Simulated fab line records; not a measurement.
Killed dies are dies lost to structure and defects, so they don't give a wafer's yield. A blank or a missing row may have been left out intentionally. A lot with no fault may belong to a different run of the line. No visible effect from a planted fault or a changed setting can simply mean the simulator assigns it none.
Which tool was responsible? / flow berkeleyCmos170 / 14 lots, 42 wafers sampled, at 5 steps of a route of 331

== WHAT THE GAUGES SHOWED, per wafer ==
UCB170_PVT_TW_MEAS_09. Usual: for PVT_TW the level is 505.7 and the standard deviation is 3.
lot=L694; measured=day 5 20:54; on=filmMetro-04; PVT_TW=502.7 503.9 503.0; flag=
lot=L696; measured=day 6 04:40; on=filmMetro-01; PVT_TW=511.4 507.3 509.1; flag=
lot=L695; measured=day 6 04:58; on=filmMetro-01; PVT_TW=511.0 509.6 508.2; flag=
lot=L697; measured=day 6 05:14; on=filmMetro-02; PVT_TW=508.7 506.3 506.0; flag=
lot=L699; measured=day 6 10:37; on=filmMetro-02; PVT_TW=427.7 429.4 429.0; flag=OFF
lot=L698; measured=day 6 10:49; on=filmMetro-04; PVT_TW=422.3 425.3 426.3; flag=OFF
lot=L700; measured=day 6 10:54; on=filmMetro-02; PVT_TW=506.8 508.6 506.7; flag=
lot=L710; measured=day 9 08:03; on=filmMetro-02; PVT_TW=500.9 502.4 501.9; flag=
lot=L715; measured=day 9 15:34; on=filmMetro-01; PVT_TW=508.5 505.5 507.3; flag=
lot=L712; measured=day 9 15:50; on=filmMetro-01; PVT_TW=508.2 505.1 511.0; flag=
lot=L716; measured=day 9 15:55; on=filmMetro-04; PVT_TW=506.1 504.3 504.8; flag=
lot=L711; measured=day 9 16:11; on=filmMetro-02; PVT_TW=502.7 501.9 507.4; flag=
lot=L714; measured=day 9 16:25; on=filmMetro-01; PVT_TW=507.1 508.4 507.4; flag=
lot=L717; measured=day 9 19:01; on=filmMetro-02; PVT_TW=500.6 504.2 502.6; flag=

UCB170_PLDD_OVL_MEAS_07. Usual: for PLDD_OVL the level is -3 nm and the standard deviation is 5.9.
lot=L694; measured=day 6 09:49; on=overlay-02; PLDD_OVL (nm)=-9 -4 -2; flag=
lot=L696; measured=day 6 14:17; on=overlay-02; PLDD_OVL (nm)=-15 -13 0; flag=
lot=L695; measured=day 6 14:11; on=overlay-01; PLDD_OVL (nm)=9 0 6; flag=
lot=L697; measured=day 6 14:43; on=overlay-02; PLDD_OVL (nm)=7 3 12; flag=
lot=L699; measured=day 7 01:31; on=overlay-02; PLDD_OVL (nm)=4 3 4; flag=
lot=L698; measured=day 7 00:40; on=overlay-01; PLDD_OVL (nm)=-5 -5 -6; flag=
lot=L700; measured=day 7 01:40; on=overlay-01; PLDD_OVL (nm)=-9 -4 -12; flag=
lot=L710; measured=day 9 18:23; on=overlay-01; PLDD_OVL (nm)=0 -1 3; flag=
lot=L715; measured=day 10 03:59; on=overlay-01; PLDD_OVL (nm)=-6 -2 -10; flag=
lot=L712; measured=day 10 05:53; on=overlay-01; PLDD_OVL (nm)=-5 -2 -3; flag=
lot=L716; measured=day 10 05:04; on=overlay-01; PLDD_OVL (nm)=-9 3 -5; flag=
lot=L711; measured=day 10 05:16; on=overlay-02; PLDD_OVL (nm)=-4 -9 -3; flag=
lot=L714; measured=day 10 04:59; on=overlay-02; PLDD_OVL (nm)=-1 0 2; flag=
lot=L717; measured=day 10 10:37; on=overlay-01; PLDD_OVL (nm)=-12 0 -5; flag=

UCB170_CONTACT_CD_MEAS_15: target cd 700 nm. Usual: cdNm 700.1 nm, standard deviation 1.3.
lot=L694; measured=day 7 13:02; on=cdSem-01; cdNm (nm)=698.5 698.7 698.5; flag=
lot=L696; measured=day 7 13:19; on=cdSem-01; cdNm (nm)=701.0 700.2 699.5; flag=
lot=L695; measured=day 7 07:49; on=cdSem-01; cdNm (nm)=700.4 700.6 700.5; flag=
lot=L697; measured=day 7 13:29; on=cdSem-01; cdNm (nm)=700.4 699.4 699.5; flag=
lot=L699; measured=day 7 17:31; on=cdSem-02; cdNm (nm)=698.7 699.8 699.7; flag=
lot=L698; measured=day 7 18:23; on=cdSem-01; cdNm (nm)=699.1 697.9 697.8; flag=
lot=L700; measured=day 7 18:02; on=cdSem-02; cdNm (nm)=700.7 701.0 700.0; flag=
lot=L710; measured=day 10 13:48; on=cdSem-02; cdNm (nm)=698.3 698.1 698.1; flag=
lot=L715; measured=day 10 23:23; on=cdSem-01; cdNm (nm)=700.3 701.6 700.7; flag=
lot=L712; measured=day 11 03:11; on=cdSem-02; cdNm (nm)=699.1 699.4 701.4; flag=
lot=L716; measured=day 11 01:40; on=cdSem-01; cdNm (nm)=697.7 697.4 698.8; flag=
lot=L711; measured=day 11 01:59; on=cdSem-02; cdNm (nm)=698.9 702.6 700.3; flag=
lot=L714; measured=day 11 01:25; on=cdSem-02; cdNm (nm)=700.5 700.2 698.9; flag=
lot=L717; measured=day 11 03:24; on=cdSem-01; cdNm (nm)=699.8 699.6 699.8; flag=

== WHICH TOOL RAN EACH LOT (tool, then ch and the chambers of the sampled wafers, then the start) ==
lot=L694; UCB170_PVT_IMPLANT_07=implanter-04 ch 0, day 5 20:39; UCB170_CONTACT_STRIP_06=plasmaAsher-03 ch 0,1, day 7 09:01
lot=L696; UCB170_PVT_IMPLANT_07=implanter-04 ch 0, day 6 04:25; UCB170_CONTACT_STRIP_06=plasmaAsher-01 ch 0,1, day 7 09:01
lot=L695; UCB170_PVT_IMPLANT_07=implanter-01 ch 0, day 6 04:44; UCB170_CONTACT_STRIP_06=plasmaAsher-04 ch 0,1, day 7 05:57
lot=L697; UCB170_PVT_IMPLANT_07=implanter-03 ch 0, day 6 05:02; UCB170_CONTACT_STRIP_06=plasmaAsher-04 ch 0,1, day 7 09:28
lot=L699; UCB170_PVT_IMPLANT_07=implanter-04 ch 0, day 6 10:22; UCB170_CONTACT_STRIP_06=plasmaAsher-01 ch 0, day 7 16:19
lot=L698; UCB170_PVT_IMPLANT_07=implanter-04 ch 0, day 6 10:34; UCB170_CONTACT_STRIP_06=plasmaAsher-03 ch 0,1, day 7 16:41
lot=L700; UCB170_PVT_IMPLANT_07=implanter-01 ch 0, day 6 10:40; UCB170_CONTACT_STRIP_06=plasmaAsher-04 ch 0,1, day 7 16:41
lot=L710; UCB170_PVT_IMPLANT_07=implanter-03 ch 0, day 9 07:49; UCB170_CONTACT_STRIP_06=plasmaAsher-03 ch 0,1, day 10 12:36
lot=L715; UCB170_PVT_IMPLANT_07=implanter-03 ch 0, day 9 15:19; UCB170_CONTACT_STRIP_06=plasmaAsher-03 ch 0,1, day 10 22:12
lot=L712; UCB170_PVT_IMPLANT_07=implanter-04 ch 0, day 9 15:35; UCB170_CONTACT_STRIP_06=plasmaAsher-04 ch 0,1, day 11 01:46
lot=L716; UCB170_PVT_IMPLANT_07=implanter-01 ch 0, day 9 15:39; UCB170_CONTACT_STRIP_06=plasmaAsher-03 ch 0,1, day 10 23:59
lot=L711; UCB170_PVT_IMPLANT_07=implanter-04 ch 0, day 9 15:58; UCB170_CONTACT_STRIP_06=plasmaAsher-01 ch 0,1, day 11 00:04
lot=L714; UCB170_PVT_IMPLANT_07=implanter-01 ch 0, day 9 16:11; UCB170_CONTACT_STRIP_06=plasmaAsher-04 ch 0,1, day 10 23:59
lot=L717; UCB170_PVT_IMPLANT_07=implanter-04 ch 0, day 9 18:46; UCB170_CONTACT_STRIP_06=plasmaAsher-03 ch 0,1, day 11 02:11
- UCB170_PVT_IMPLANT_07
- UCB170_CONTACT_STRIP_06: strips in O2.

== WHAT THE TOOLS THEMSELVES READ (means of the sampled wafers that have a number; where no wafer has one, the mark that the record gives instead) ==
UCB170_PVT_IMPLANT_07. Usual: doseIonsCm2 2.0001e+12, standard deviation 2.3e+09; faradayCurrentUA 6.34, standard deviation 0.13.
lot=L694 tool=implanter-04 doseIonsCm2=2.0019e+12 faradayCurrentUA=6.33 flag=
lot=L696 tool=implanter-04 doseIonsCm2=2.0024e+12 faradayCurrentUA=6.39 flag=
lot=L695 tool=implanter-01 doseIonsCm2=1.9981e+12 faradayCurrentUA=6.42 flag=
lot=L697 tool=implanter-03 doseIonsCm2=1.9985e+12 faradayCurrentUA=6.38 flag=
lot=L699 tool=implanter-04 doseIonsCm2=1.1436e+12 faradayCurrentUA=3.61 flag=OFF
lot=L698 tool=implanter-04 doseIonsCm2=1.1400e+12 faradayCurrentUA=3.61 flag=OFF
lot=L700 tool=implanter-01 doseIonsCm2=1.9982e+12 faradayCurrentUA=6.43 flag=
lot=L710 tool=implanter-03 doseIonsCm2=2.0021e+12 faradayCurrentUA=6.36 flag=
lot=L715 tool=implanter-03 doseIonsCm2=2.0017e+12 faradayCurrentUA=6.34 flag=
lot=L712 tool=implanter-04 doseIonsCm2=1.9969e+12 faradayCurrentUA=6.26 flag=
lot=L716 tool=implanter-01 doseIonsCm2=1.9983e+12 faradayCurrentUA=6.34 flag=
lot=L711 tool=implanter-04 doseIonsCm2=2.0031e+12 faradayCurrentUA=6.24 flag=
lot=L714 tool=implanter-01 doseIonsCm2=1.9989e+12 faradayCurrentUA=6.35 flag=
lot=L717 tool=implanter-04 doseIonsCm2=2.0000e+12 faradayCurrentUA=6.31 flag=

UCB170_CONTACT_STRIP_06. Usual: drypumpMotorCurrentA 5.8 A, standard deviation 0.37; oesProductAu 0.734 a.u., standard deviation 0.0044; stripTimeToEndpointS 21.97 s, standard deviation 0.046.
lot=L694; tool=plasmaAsher-03; drypumpMotorCurrentA (A)=5.9; oesProductAu (a.u.)=0.736; stripTimeToEndpointS (s)=22.02; flag=
lot=L696; tool=plasmaAsher-01; drypumpMotorCurrentA (A)=5.6; oesProductAu (a.u.)=0.731; stripTimeToEndpointS (s)=21.94; flag=
lot=L695; tool=plasmaAsher-04; drypumpMotorCurrentA (A)=6.2; oesProductAu (a.u.)=0.734; stripTimeToEndpointS (s)=21.98; flag=
lot=L697; tool=plasmaAsher-04; drypumpMotorCurrentA (A)=6.2; oesProductAu (a.u.)=0.736; stripTimeToEndpointS (s)=21.97; flag=
lot=L699; tool=plasmaAsher-01; drypumpMotorCurrentA (A)=5.1; oesProductAu (a.u.)=0.737; stripTimeToEndpointS (s)=21.99; flag=
lot=L698; tool=plasmaAsher-03; drypumpMotorCurrentA (A)=6.0; oesProductAu (a.u.)=0.732; stripTimeToEndpointS (s)=21.92; flag=
lot=L700; tool=plasmaAsher-04; drypumpMotorCurrentA (A)=6.1; oesProductAu (a.u.)=0.734; stripTimeToEndpointS (s)=22.00; flag=
lot=L710; tool=plasmaAsher-03; drypumpMotorCurrentA (A)=5.9; oesProductAu (a.u.)=0.733; stripTimeToEndpointS (s)=21.99; flag=
lot=L715; tool=plasmaAsher-03; drypumpMotorCurrentA (A)=5.8; oesProductAu (a.u.)=0.733; stripTimeToEndpointS (s)=21.97; flag=
lot=L712; tool=plasmaAsher-04; drypumpMotorCurrentA (A)=6.1; oesProductAu (a.u.)=0.733; stripTimeToEndpointS (s)=21.92; flag=
lot=L716; tool=plasmaAsher-03; drypumpMotorCurrentA (A)=5.9; oesProductAu (a.u.)=0.735; stripTimeToEndpointS (s)=21.95; flag=
lot=L711; tool=plasmaAsher-01; drypumpMotorCurrentA (A)=5.6; oesProductAu (a.u.)=0.733; stripTimeToEndpointS (s)=21.96; flag=
lot=L714; tool=plasmaAsher-04; drypumpMotorCurrentA (A)=6.1; oesProductAu (a.u.)=0.733; stripTimeToEndpointS (s)=21.95; flag=
lot=L717; tool=plasmaAsher-03; drypumpMotorCurrentA (A)=5.8; oesProductAu (a.u.)=0.731; stripTimeToEndpointS (s)=21.95; flag=

== THE ANSWER, worked out from the rows above alone ==
Rule: a lot counts as off when the mean over its wafers that have a number is more than 3 standard deviations away from the usual mean. A lot without any number at a reading at which 4 lots or more have one is off too. Where the step has rows for the other lots, those lots are counted as sound. The gauges are gone through in route order, then the tools' own readings, and for those a lot's mean is taken as printed above. The first step at which some lot is off is used, and at that step the reading that is off furthest; a lot without a number counts as furthest.
Off: L699, L698, seen at UCB170_PVT_TW_MEAS_09 (PVT_TW).
A tool fits if, at a process step before that reading, it ran every lot that is off, and no sound lot after the first of them. The gauges at UCB170_PVT_TW_MEAS_09 aren't tried: what is off there is off at UCB170_PVT_IMPLANT_07 too, on other tools, and a gauge's error can't cause that. Of those tried, none fits.

== WHAT WAS PUT IN BY THE SIMULATOR ==
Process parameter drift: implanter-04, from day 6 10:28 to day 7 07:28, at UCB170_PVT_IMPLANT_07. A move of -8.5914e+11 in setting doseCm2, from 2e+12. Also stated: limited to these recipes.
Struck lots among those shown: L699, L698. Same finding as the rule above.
